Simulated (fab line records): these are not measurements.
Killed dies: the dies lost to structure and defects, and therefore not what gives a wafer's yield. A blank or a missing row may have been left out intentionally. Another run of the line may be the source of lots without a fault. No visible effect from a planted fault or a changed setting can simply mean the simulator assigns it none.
Which tool was responsible? / flow ritCmos / 42 wafers from 14 lots sampled at 2 of the route's 202 steps

== WHAT EACH GAUGE READ, for each wafer ==
The record lacks any reading of a measuring or inspecting step that a usual standard deviation could be used to judge.

== TOOL THAT RAN EACH LOT (tool first, then ch and the chambers of the sampled wafers, then the start) ==
lot=L959; RIT_SPACER_ETCHBACK_05=rieDiel-01 ch 0,1, day 3 08:46; RIT_M1_PROBE_99=prober-02, day 3 20:27
lot=L960; RIT_SPACER_ETCHBACK_05=rieDiel-02 ch 2,3, day 3 14:41; RIT_M1_PROBE_99=prober-01, day 4 01:47
lot=L961; RIT_SPACER_ETCHBACK_05=rieDiel-03 ch 0,2, day 3 18:27; RIT_M1_PROBE_99=prober-02, day 4 05:36
lot=L962; RIT_SPACER_ETCHBACK_05=rieDiel-02 ch 1,3, day 3 20:58; RIT_M1_PROBE_99=prober-01, day 4 08:20
lot=L963; RIT_SPACER_ETCHBACK_05=rieDiel-02 ch 0,2,3, day 4 03:52; RIT_M1_PROBE_99=prober-02, day 4 15:38
lot=L964; RIT_SPACER_ETCHBACK_05=rieDiel-02 ch 0,1,2, day 4 14:29; RIT_M1_PROBE_99=prober-01, day 5 01:40
lot=L965; RIT_SPACER_ETCHBACK_05=rieDiel-02 ch 0,1,2, day 4 22:34; RIT_M1_PROBE_99=prober-02, day 5 09:40
lot=L966; RIT_SPACER_ETCHBACK_05=rieDiel-03 ch 0,1, day 4 22:49; RIT_M1_PROBE_99=prober-01, day 5 11:10
lot=L968; RIT_SPACER_ETCHBACK_05=rieDiel-03 ch 2,3, day 5 10:37; RIT_M1_PROBE_99=prober-01, day 5 22:58
lot=L969; RIT_SPACER_ETCHBACK_05=rieDiel-03 ch 0,2, day 5 22:10; RIT_M1_PROBE_99=prober-02, day 6 09:28
lot=L971; RIT_SPACER_ETCHBACK_05=rieDiel-03 ch 0,1,3, day 6 10:34; RIT_M1_PROBE_99=prober-02, day 6 21:38
lot=L979; RIT_SPACER_ETCHBACK_05=rieDiel-02 ch 2,3, day 7 19:03; RIT_M1_PROBE_99=prober-01, day 8 07:00
lot=L978; RIT_SPACER_ETCHBACK_05=rieDiel-01 ch 0,1, day 7 21:44; RIT_M1_PROBE_99=prober-02, day 8 09:30
lot=L982; RIT_SPACER_ETCHBACK_05=rieDiel-01 ch 1,2, day 8 02:59; RIT_M1_PROBE_99=prober-01, day 8 14:37
- RIT_SPACER_ETCHBACK_05: etches Si3N4 in SF6/CHF3, stops on SiO2, target depth 250 nm, time 240 s.
- RIT_M1_PROBE_99

== AS READ BY THE TOOLS THEMSELVES (means over the sampled wafers that have a number; for cases with no such wafer, the mark the record gives instead) ==
RIT_SPACER_ETCHBACK_05. Usual: drypumpMotorCurrentA 5.9 A, standard deviation 0.42; oesProductAu 0.847 a.u., standard deviation 0.015; throttleValvePct 10.27 %, standard deviation 0.21.
lot=L959; tool=rieDiel-01; drypumpMotorCurrentA (A)=6.2; oesProductAu (a.u.)=0.844; throttleValvePct (%)=10.47; flag=
lot=L960; tool=rieDiel-02; drypumpMotorCurrentA (A)=6.0; oesProductAu (a.u.)=0.859; throttleValvePct (%)=10.34; flag=
lot=L961; tool=rieDiel-03; drypumpMotorCurrentA (A)=6.2; oesProductAu (a.u.)=0.839; throttleValvePct (%)=10.23; flag=
lot=L962; tool=rieDiel-02; drypumpMotorCurrentA (A)=6.3; oesProductAu (a.u.)=0.852; throttleValvePct (%)=10.09; flag=
lot=L963; tool=rieDiel-02; drypumpMotorCurrentA (A)=5.8; oesProductAu (a.u.)=0.864; throttleValvePct (%)=10.32; flag=
lot=L964; tool=rieDiel-02; drypumpMotorCurrentA (A)=6.0; oesProductAu (a.u.)=0.858; throttleValvePct (%)=10.36; flag=
lot=L965; tool=rieDiel-02; drypumpMotorCurrentA (A)=6.0; oesProductAu (a.u.)=0.856; throttleValvePct (%)=10.35; flag=
lot=L966; tool=rieDiel-03; drypumpMotorCurrentA (A)=6.1; oesProductAu (a.u.)=0.838; throttleValvePct (%)=9.98; flag=
lot=L968; tool=rieDiel-03; drypumpMotorCurrentA (A)=5.8; oesProductAu (a.u.)=0.848; throttleValvePct (%)=10.47; flag=
lot=L969; tool=rieDiel-03; drypumpMotorCurrentA (A)=6.0; oesProductAu (a.u.)=0.786; throttleValvePct (%)=10.36; flag=OFF
lot=L971; tool=rieDiel-03; drypumpMotorCurrentA (A)=6.1; oesProductAu (a.u.)=0.756; throttleValvePct (%)=10.11; flag=OFF
lot=L979; tool=rieDiel-02; drypumpMotorCurrentA (A)=5.9; oesProductAu (a.u.)=0.868; throttleValvePct (%)=10.22; flag=
lot=L978; tool=rieDiel-01; drypumpMotorCurrentA (A)=6.1; oesProductAu (a.u.)=0.845; throttleValvePct (%)=10.51; flag=
lot=L982; tool=rieDiel-01; drypumpMotorCurrentA (A)=5.7; oesProductAu (a.u.)=0.845; throttleValvePct (%)=10.13; flag=

RIT_M1_PROBE_99. Usual: killedAtContacts 0.1, standard deviation 0.28; killedAtFrontEnd 7.1, standard deviation 2.8; killedDies 7.1, standard deviation 2.9; killedOnRim 1.9, standard deviation 1.5; killedOpen 3.4, standard deviation 2; killedShort 3.6, standard deviation 2.1.
lot=L959 tool=prober-02 killedAtContacts=0.3 killedAtFrontEnd=7.0 killedDies=7.3 killedOnRim=0.3 killedOpen=6.0 killedShort=1.3 flag=
lot=L960 tool=prober-01 killedAtContacts=0.3 killedAtFrontEnd=7.0 killedDies=7.3 killedOnRim=1.0 killedOpen=3.3 killedShort=4.0 flag=
lot=L961 tool=prober-02 killedAtContacts=0.0 killedAtFrontEnd=12.7 killedDies=12.7 killedOnRim=2.0 killedOpen=6.0 killedShort=6.7 flag=
lot=L962 tool=prober-01 killedAtContacts=0.0 killedAtFrontEnd=6.3 killedDies=6.3 killedOnRim=1.3 killedOpen=3.0 killedShort=3.3 flag=
lot=L963 tool=prober-02 killedAtContacts=0.0 killedAtFrontEnd=7.0 killedDies=7.0 killedOnRim=2.3 killedOpen=4.0 killedShort=3.0 flag=
lot=L964 tool=prober-01 killedAtContacts=0.0 killedAtFrontEnd=6.3 killedDies=6.3 killedOnRim=3.0 killedOpen=3.3 killedShort=3.0 flag=
lot=L965 tool=prober-02 killedAtContacts=0.0 killedAtFrontEnd=8.0 killedDies=8.0 killedOnRim=1.7 killedOpen=3.3 killedShort=4.7 flag=
lot=L966 tool=prober-01 killedAtContacts=0.0 killedAtFrontEnd=6.7 killedDies=6.7 killedOnRim=1.0 killedOpen=3.0 killedShort=3.0 flag=
lot=L968 tool=prober-01 killedAtContacts=0.3 killedAtFrontEnd=6.3 killedDies=6.7 killedOnRim=1.7 killedOpen=2.3 killedShort=3.0 flag=
lot=L969 tool=prober-02 killedAtContacts=0.0 killedAtFrontEnd=264.0 killedDies=264.0 killedOnRim=70.0 killedOpen=2.7 killedShort=1.7 flag=OFF
lot=L971 tool=prober-02 killedAtContacts=0.0 killedAtFrontEnd=264.0 killedDies=264.0 killedOnRim=70.0 killedOpen=4.0 killedShort=5.0 flag=OFF
lot=L979 tool=prober-01 killedAtContacts=0.0 killedAtFrontEnd=6.0 killedDies=6.0 killedOnRim=1.0 killedOpen=2.0 killedShort=4.0 flag=
lot=L978 tool=prober-02 killedAtContacts=0.0 killedAtFrontEnd=10.3 killedDies=10.3 killedOnRim=2.0 killedOpen=5.3 killedShort=5.0 flag=
lot=L982 tool=prober-01 killedAtContacts=0.0 killedAtFrontEnd=6.0 killedDies=6.0 killedOnRim=0.7 killedOpen=4.0 killedShort=2.0 flag=

== THE ANSWER, worked out from the rows above alone ==
Rule: take the mean of a lot's wafers that have a number; if it is more than 3 standard deviations from the usual mean, the lot is off. A lot without any number at a reading at which 4 lots or more have one is off too. The other lots that the step has rows for count as sound. First the gauges in route order, then the tools' own readings, where a lot's mean is used as printed above. At the first step where some lot is off, the reading lying furthest off is the one used; lots without a number count as furthest.
Off: L969, L971, at RIT_SPACER_ETCHBACK_05 (oesProductAu).
A tool fits if, at that step or a process step before it, it ran every lot that is off, and no sound lot after the first of them. One candidate fits, namely rieDiel-03 at RIT_SPACER_ETCHBACK_05. Its last sound lot is L968 (day 5 10:37), its first lot that is off L969 (day 5 22:10): a fault that began between those two fits.
On the lots that are off, the tool's own readings at RIT_SPACER_ETCHBACK_05 differ by more than 5 times the standard deviation of the sound lots' means, which bears it out; oesProductAu reads 0.771 a.u. there versus 0.851 a.u. on the sound lots.

== WHAT THE SIMULATOR HAD INSERTED ==
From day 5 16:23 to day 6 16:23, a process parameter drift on rieDiel-03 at RIT_SPACER_ETCHBACK_05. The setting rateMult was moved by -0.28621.
Struck lots among those shown: L969, L971. The rule given above showed the same thing.
